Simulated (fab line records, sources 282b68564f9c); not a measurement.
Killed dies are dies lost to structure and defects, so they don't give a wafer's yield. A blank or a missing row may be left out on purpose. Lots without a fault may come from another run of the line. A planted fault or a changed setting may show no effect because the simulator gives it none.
fab line records | flow rit_cmos
record lots=15 wafers=45 last_day=8
route steps=202 shown FOX2@23 M1@202
lots that met no fault: from a run of the same line without faults
start_h: hours from the record's first day to the start of the lot's first wafer shown | wait_h: hours since the lot's step before | " the same as in the row above | L1.1+2: a row that stands for several wafers | - no value, or no start given | * or withheld: withheld | < > ~ a bound
route shown NAME@n: a module of which the file shows steps, and the number in the route of the first | usual: mean/standard deviation of fault-free wafers | same: alike in all rows | chamber/n: place in a boat | sites: the reading at each site | _std_site: their standard deviation | _edge_site: outer sites' mean less inner sites' | radius_mm: how far each site lies from the wafer's centre | mask NAME#n: copy n | behind: the tool/chamber that last shaped the wafer | hold: why the lot was held/for how many hours/how that ended | device: the transistor (n, p or np) that didn't switch | end of line: the same wafers' tests at the end of the route | a step without rows: its recipe alone | killed: dies lost to structure and defects at the first sort, not the wafer's yield | map: a wafer's dies, x killed, . not, _ none there
set.NAME: the setting as run; set.NAME@STEP: as run at that earlier step | model.NAME: the simulator's own value behind a step, which no gauge read
steps of the route over a sample of lots; a table a step, a row a wafer
services: from which hour (start_h, from the record's first day; less than 0 if before it) a tool's chamber was out of use, for how many hours, and why
## steps
# step RIT_FOX2_OXIDATION_00
# recipe temp_c=1100 ambient=H2O target_thk_a=3507 p_h2o_torr=720 ox_time_s=1130
# usual tube_center_temp_C=1100/0.1 zone_power_load_pct=48.0/1.1
# same ox_time_s=1130
# columns lot.wafer tool chamber start_h wait_h tube_center_temp_C zone_power_load_pct
L856.1 furnace-01 0 19.59 0.0 1100 48.1
L856.5 " 0 " " 1100 47.2
L856.6 " 0 " " 1100 47.7
L857.1 furnace-01 0 22.90 0.0 1100 46.8
L857.3 " 0 " " 1099.8 47.2
L857.5 " 0 " " 1100.1 47.7
L857.1 furnace-01 0 24.59 0.4 1100 47.7
L857.3 " 0 " " 1099.9 47.6
L857.5 " 0 " " 1099.9 47.6
L858.2 furnace-03 0 29.79 1.2 1100 49.5
L858.3 " 0 " " 1100.1 49.0
L858.6 " 0 " " 1099.9 49.3
L860.2 furnace-03 0 38.04 0.0 1100.1 49.1
L860.5 " 0 " " 1100.1 48.4
L860.6 " 0 " " 1099.8 48.9
L860.2 furnace-03 0 39.61 0.2 1100.1 49.5
L860.5 " 0 " " 1100.1 48.4
L860.6 " 0 " " 1099.9 49.1
L865.2 furnace-01 0 65.85 0.4 1099.9 47.7
L865.3 " 0 " " 1100.2 46.6
L865.5 " 0 " " 1100.1 48.1
L868.1 furnace-01 0 79.63 0.5 1100 48.3
L868.2 " 0 " " 1100.1 48.3
L868.4 " 0 " " 1100.1 48.1
L868.1 furnace-03 0 81.63 0.7 1099.9 49.6
L868.2 " 0 " " 1100.1 48.5
L868.4 " 0 " " 1099.8 49.4
L869.1 furnace-04 0 84.03 0.9 1100.1 46.8
L869.3 " 0 " " 1100 47.0
L869.5 " 0 " " 1100 47.5
L870.2 furnace-03 0 95.52 3.7 1100 49.8
L870.3 " 0 " " 1100 49.2
L870.4 " 0 " " 1100.2 48.8
L873.2 furnace-01 0 107.02 1.8 1100 47.0
L873.3 " 0 " " 1100 48.0
L873.5 " 0 " " 1100.1 48.0
L874.2 furnace-03 0 112.71 3.5 1100 49.0
L874.4 " 0 " " 1099.9 49.4
L874.6 " 0 " " 1099.8 49.6
L875.2 furnace-03 0 116.41 0.9 1099.8 49.6
L875.4 " 0 " " 1100 50.4
L875.5 " 0 " " 1099.9 49.4
L876.1 furnace-01 0 130.48 6.1 1099.9 47.9
L876.3 " 0 " " 1100 48.0
L876.5 " 0 " " 1100 47.5
L877.1 furnace-01 0 130.48 6.1 1099.9 47.4
L877.3 " 0 " " 1100 47.0
L877.4 " 0 " " 1100.1 47.9
L878.1 furnace-01 0 144.50 7.6 1099.9 46.7
L878.3 " 0 " " 1099.9 47.3
L878.4 " 0 " " 1100 47.3
L879.3 furnace-01 0 144.50 3.0 1099.9 48.3
L879.4 " 0 " " 1099.9 47.3
L879.5 " 0 " " 1100 47.6
# step RIT_FOX2_THK_MEAS_01
# recipe reads=SiO2_of_FOX2_OXIDATION_00
# usual FOX2_OXIDE_THK=351/5
# columns lot.wafer tool chamber start_h wait_h FOX2_OXIDE_THK[nm]
L856.1 film_metro-04 - 20.90 0.0 354
L856.5 " - " " 359
L856.6 " - " " 351
L857.1 film_metro-02 - 25.91 0.0 535
L857.3 " - " " 520
L857.5 " - " " 524
L858.2 film_metro-02 - 31.11 0.0 346
L858.3 " - " " 355
L858.6 " - " " 353
L860.2 film_metro-01 - 40.93 0.0 538
L860.5 " - " " 532
L860.6 " - " " 539
L865.2 film_metro-01 - 67.17 0.0 360
L865.3 " - " " 358
L865.5 " - " " 359
L868.1 film_metro-01 - 82.94 0.0 527
L868.2 " - " " 508
L868.4 " - " " 520
L869.1 film_metro-02 - 85.34 0.0 352
L869.3 " - " " 345
L869.5 " - " " 347
L870.2 film_metro-02 - 96.85 0.0 349
L870.3 " - " " 349
L870.4 " - " " 348
L873.2 film_metro-01 - 108.34 0.0 352
L873.3 " - " " 348
L873.5 " - " " 344
L874.2 film_metro-04 - 114.03 0.0 355
L874.4 " - " " 355
L874.6 " - " " 361
L875.2 film_metro-01 - 117.74 0.0 355
L875.4 " - " " 353
L875.5 " - " " 356
L876.1 film_metro-01 - 131.79 0.0 349
L876.3 " - " " 353
L876.5 " - " " 354
L877.1 film_metro-02 - 131.79 0.0 348
L877.3 " - " " 341
L877.4 " - " " 344
L878.1 film_metro-01 - 145.81 0.0 339
L878.3 " - " " 341
L878.4 " - " " 341
L879.3 film_metro-04 - 145.83 0.0 338
L879.4 " - " " 346
L879.5 " - " " 352
# step RIT_FOX2_THK_MEAS_90
# recipe reads=SiO2_of_FOX2_OXIDATION_00
# usual FIELD_OXIDE_LEFT_1_THK=324/5
# columns lot.wafer tool chamber start_h wait_h FIELD_OXIDE_LEFT_1_THK[nm]
L856.1 film_metro-04 - 21.79 0.0 327
L856.5 " - " " 331
L856.6 " - " " 324
L857.1 film_metro-01 - 26.84 0.0 508
L857.3 " - " " 493
L857.5 " - " " 498
L858.2 film_metro-04 - 31.99 0.0 319
L858.3 " - " " 328
L858.6 " - " " 325
L860.2 film_metro-01 - 41.81 0.0 512
L860.5 " - " " 505
L860.6 " - " " 511
L865.2 film_metro-01 - 68.05 0.0 333
L865.3 " - " " 331
L865.5 " - " " 332
L868.1 film_metro-02 - 83.89 0.0 500
L868.2 " - " " 481
L868.4 " - " " 494
L869.1 film_metro-01 - 86.29 0.0 325
L869.3 " - " " 317
L869.5 " - " " 319
L870.2 film_metro-01 - 97.73 0.0 321
L870.3 " - " " 321
L870.4 " - " " 320
L873.2 film_metro-04 - 109.30 0.0 325
L873.3 " - " " 321
L873.5 " - " " 318
L874.2 film_metro-04 - 114.92 0.0 328
L874.4 " - " " 328
L874.6 " - " " 333
L875.2 film_metro-02 - 118.61 0.0 328
L875.4 " - " " 326
L875.5 " - " " 329
L876.1 film_metro-04 - 132.74 0.0 321
L876.3 " - " " 325
L876.5 " - " " 327
L877.1 film_metro-02 - 132.74 0.0 320
L877.3 " - " " 313
L877.4 " - " " 316
L878.1 film_metro-02 - 146.69 0.0 312
L878.3 " - " " 313
L878.4 " - " " 314
L879.3 film_metro-01 - 146.71 0.0 311
L879.4 " - " " 319
L879.5 " - " " 325
# step RIT_FOX2_THK_MEAS_91
# recipe reads=SiO2_of_FOX2_OXIDATION_00
# usual FIELD_OXIDE_LEFT_2_THK=256/4.9
# columns lot.wafer tool chamber start_h wait_h FIELD_OXIDE_LEFT_2_THK[nm]
L856.1 film_metro-04 - 34.08 0.0 258
L856.5 " - " " 262
L856.6 " - " " 255
L857.1 film_metro-01 - 40.92 0.0 440
L857.3 " - " " 424
L857.5 " - " " 429
L858.2 film_metro-01 - 44.65 0.0 251
L858.3 " - " " 260
L858.6 " - " " 258
L860.2 film_metro-04 - 55.20 0.0 444
L860.5 " - " " 438
L860.6 " - " " 444
L865.2 film_metro-02 - 82.61 0.0 265
L865.3 " - " " 263
L865.5 " - " " 265
L868.1 film_metro-01 - 96.64 0.0 431
L868.2 " - " " 413
L868.4 " - " " 425
L869.1 film_metro-01 - 101.52 0.0 257
L869.3 " - " " 250
L869.5 " - " " 252
L870.2 film_metro-01 - 111.08 0.0 253
L870.3 " - " " 253
L870.4 " - " " 252
L873.2 film_metro-02 - 126.64 0.0 256
L873.3 " - " " 252
L873.5 " - " " 249
L874.2 film_metro-04 - 127.78 0.0 260
L874.4 " - " " 260
L874.6 " - " " 265
L875.2 film_metro-01 - 134.95 0.0 260
L875.4 " - " " 257
L875.5 " - " " 260
L876.1 film_metro-04 - 148.74 0.0 254
L876.3 " - " " 258
L876.5 " - " " 260
L877.1 film_metro-01 - 148.99 0.0 253
L877.3 " - " " 246
L877.4 " - " " 249
L878.1 film_metro-02 - 162.47 0.0 244
L878.3 " - " " 247
L878.4 " - " " 247
L879.3 film_metro-04 - 162.48 0.0 242
L879.4 " - " " 250
L879.5 " - " " 256
# step RIT_M1_PROBE_99
# usual killed_at_contacts=0.1/0.24 killed_at_front_end=7/3.1 killed_dies=7/3.1 killed_on_rim=1.9/1.3 killed_open=3.3/1.9 killed_short=3.9/2.1
# same gross_dies=264 killed_at_M0_to_M3=0 killed_at_M4_up=0 killed_at_back_side=0 killed_at_other=0
# columns lot.wafer tool chamber start_h wait_h killed_at_contacts killed_at_front_end killed_dies killed_on_rim killed_open killed_short
L857.1 prober-02 - 69.64 0.1 0 10 10 5 4 6
L857.3 prober-02 - 69.74 0.2 0 3 3 1 1 2
L857.5 prober-02 - 69.84 0.2 0 5 5 1 2 3
L860.2 prober-01 - 85.44 0.1 0 14 14 2 5 9
L860.5 prober-01 - 85.59 0.2 0 4 4 1 2 2
L868.1 prober-01 - 122.41 0.1 0 9 9 2 6 3
L873.2 prober-01 - 166.85 0.1 0 7 7 2 2 4
L873.3 prober-01 - 166.90 0.2 0 8 8 2 3 5
L873.5 prober-01 - 167.00 0.2 0 7 7 1 5 2
L877.1 prober-02 - 181.91 0.1 0 9 9 1 5 4
L877.3 prober-02 - 182.01 0.2 0 12 12 3 6 6
L877.4 prober-02 - 182.06 0.2 0 3 3 0 2 1
# killed by level:class
L857.1 FOX2:geometric_particle:short=4 REOX:geometric_particle:open=2 GATE:geometric_particle:short=1 GATE:geometric_particle:open=1 SPACER:geometric_particle:open=1 SPACER:geometric_particle:short=1
L857.3 SPACER:geometric_particle:short=2 GATE:geometric_particle:open=1
L857.5 SPACER:geometric_particle:open=2 FOX2:geometric_particle:short=1 GATE:geometric_particle:short=1 SILICIDE:geometric_particle:short=1
L860.2 FOX2:geometric_particle:short=4 GATE:geometric_particle:short=3 FOX1:geometric_particle:open=1 FOX2:geometric_particle:open=1 GATE:geometric_particle:open=1 REOX:geometric_particle:open=1 REOX:geometric_particle:short=1 SPACER:geometric_particle:open=1
L860.5 FOX2:geometric_particle:open=1 FOX2:geometric_particle:short=1 GATE:geometric_particle:short=1 SPACER:geometric_particle:open=1
L868.1 FOX1:geometric_particle:open=2 GATE:geometric_particle:open=2 FOX1:geometric_particle:short=1 FOX2:geometric_particle:short=1 FOX2:geometric_particle:open=1 REOX:geometric_particle:open=1 REOX:geometric_particle:short=1
L873.2 GATE:geometric_particle:open=2 SPACER:geometric_particle:short=2 FOX1:geometric_particle:short=1 REOX:geometric_particle:short=1 ACTIVE:coat_microbubble_printed=1
L873.3 FOX1:geometric_particle:short=3 FOX1:geometric_particle:open=1 GATE:geometric_particle:short=1 REOX:geometric_particle:open=1 SPACER:geometric_particle:short=1 SILICIDE:geometric_particle:open=1
L873.5 FOX1:geometric_particle:open=2 FOX1:geometric_particle:short=1 FOX2:geometric_particle:open=1 REOX:geometric_particle:open=1 REOX:geometric_particle:short=1 SPACER:geometric_particle:open=1
L877.1 FOX1:geometric_particle:open=2 REOX:geometric_particle:open=2 REOX:geometric_particle:short=2 FOX1:geometric_particle:short=1 SPACER:geometric_particle:short=1 SILICIDE:geometric_particle:open=1
L877.3 GATE:geometric_particle:short=4 GATE:geometric_particle:open=2 REOX:geometric_particle:short=2 FOX1:geometric_particle:open=1 FOX2:geometric_particle:open=1 REOX:geometric_particle:open=1 SILICIDE:geometric_particle:open=1
L877.4 FOX1:geometric_particle:open=1 GATE:geometric_particle:open=1 GATE:geometric_particle:short=1
## services
# columns tool chamber start_h hours kind
furnace-03 - 43.47 3.1 pm
furnace-04 - 108.93 75.3 pm
furnace-01 - 126.73 3.7 pm
furnace-03 - 137.66 2.1 repair
## key
first_sign step=RIT_FOX2_OXIDATION_00 reading=visit direction=added
effect step=RIT_FOX2_THK_MEAS_01 reading=FOX2_OXIDE_THK direction=up sigmas=35 usual=351 struck=527
effect step=RIT_FOX2_THK_MEAS_90 reading=FIELD_OXIDE_LEFT_1_THK direction=up sigmas=35 usual=324 struck=500
effect step=RIT_FOX2_THK_MEAS_91 reading=FIELD_OXIDE_LEFT_2_THK direction=up sigmas=36 usual=256 struck=432
met_at RIT_FOX2_OXIDATION_00
struck_lots L857,L860,L868
tester_left_out L857,L860,L868
fault kind=repeated_step_whole tool=furnace-01,furnace-03,furnace-04 chamber=- onset_h=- steps=RIT_FOX2_OXIDATION_00 times=1 scope=struck_lots_only
# tester_left_out: of these lots the tester's yield and bins aren't shown, on N5 and GAA mostly nor the transistor test; their killed dies are dies lost to structure and defects alone, not to doping, threshold or leakage, so they don't give the yield
